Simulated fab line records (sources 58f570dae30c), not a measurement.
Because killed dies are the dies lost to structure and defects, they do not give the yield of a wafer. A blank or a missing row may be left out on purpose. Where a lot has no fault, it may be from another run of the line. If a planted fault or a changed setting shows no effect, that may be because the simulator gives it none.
Chamber matching + flow berkeley-cmos170 + 4 sister chambers for UCB170_ZERO_ETCH_06 on rie-diel-03
The step etches SiO2 in CHF3/CF4/Ar, time 12 s. 14 wafers are shown with their chamber, then 7 later ones without.

WAFERS WITH THEIR CHAMBER
| wafer  | chamber | throttle-valve-pct (%) | oes-product-au (a.u.) | mfc-ar-sccm (sccm) |
|--------|---------|------------------------|-----------------------|--------------------|
| L465.4 | 0       | 9.18                   | 0.621                 | 120.5              |
| L465.5 | 0       | 9.17                   | 0.630                 | 120.7              |
| L465.6 | 3       | 9.28                   | 0.631                 | 119.5              |
| L468.1 | 3       | 9.25                   | 0.626                 | 120.0              |
| L468.4 | 2       | 9.26                   | 0.625                 | 119.9              |
| L468.6 | 2       | 9.24                   | 0.617                 | 120.4              |
| L470.1 | 0       | 9.16                   | 0.629                 | 120.3              |
| L470.3 | 2       | 9.26                   | 0.619                 | 119.9              |
| L470.4 | 1       | 9.41                   | 0.615                 | 120.3              |
| L473.2 | 3       | 9.28                   | 0.624                 | 119.9              |
| L473.4 | 1       | 9.42                   | 0.618                 | 119.9              |
| L473.5 | 3       | 9.27                   | 0.621                 | 119.8              |
| L475.1 | 3       | 9.27                   | 0.626                 | 120.6              |
| L475.4 | 0       | 9.17                   | 0.629                 | 119.8              |

SIGNATURES (means of the wafers above)
| reading            | chamber 0 | chamber 1 | chamber 2 | chamber 3 | scatter within a chamber |
|--------------------|-----------|-----------|-----------|-----------|--------------------------|
| throttle-valve-pct | 9.1700    | 9.4150    | 9.2533    | 9.2700    | 0.0106                   |
| oes-product-au     | 0.62725   | 0.61650   | 0.62033   | 0.62560   | 0.00381                  |
| mfc-ar-sccm        | 120.325   | 120.100   | 120.067   | 119.960   | 0.367                    |
Rule: distance of a wafer from a chamber = root of the sum over the readings of ((wafer's reading minus chamber's mean) / reading's scatter) squared. The wafer belongs to the nearest chamber; if the next one is less than 2 further off, it can't be placed. The scatter: the root of (the sum of the squares of (reading less its chamber's mean) over the shown wafers, divided by (wafers less chambers)).

WAFERS WITH NO CHAMBER GIVEN
| wafer  | throttle-valve-pct (%) | oes-product-au (a.u.) | mfc-ar-sccm (sccm) |
|--------|------------------------|-----------------------|--------------------|
| L475.6 | 9.30                   | 0.628                 | 120.1              |
| L476.1 | 9.25                   | 0.621                 | 120.8              |
| L476.2 | 9.17                   | 0.633                 | 120.1              |
| L476.6 | 9.25                   | 0.614                 | 120.3              |
| L479.2 | 9.16                   | 0.626                 | 119.4              |
| L479.4 | 9.27                   | 0.627                 | 120.2              |
| L479.5 | 9.28                   | 0.635                 | 119.8              |

EACH ONE'S CHAMBER
| wafer  | from the rows above     | in truth |
|--------|-------------------------|----------|
| L475.6 | can't be placed: 3 or 2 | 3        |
| L476.1 | can't be placed: 2 or 3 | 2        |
| L476.2 | 0                       | 0        |
| L476.6 | can't be placed: 2 or 3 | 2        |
| L479.2 | 0                       | 0        |
| L479.4 | can't be placed: 3 or 2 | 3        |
| L479.5 | can't be placed: 3 or 2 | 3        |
Correct placement for 2 of the 7. Can't be placed from these rows: 5 (the true chamber is among the candidates in 5). Number placed wrongly: 0.
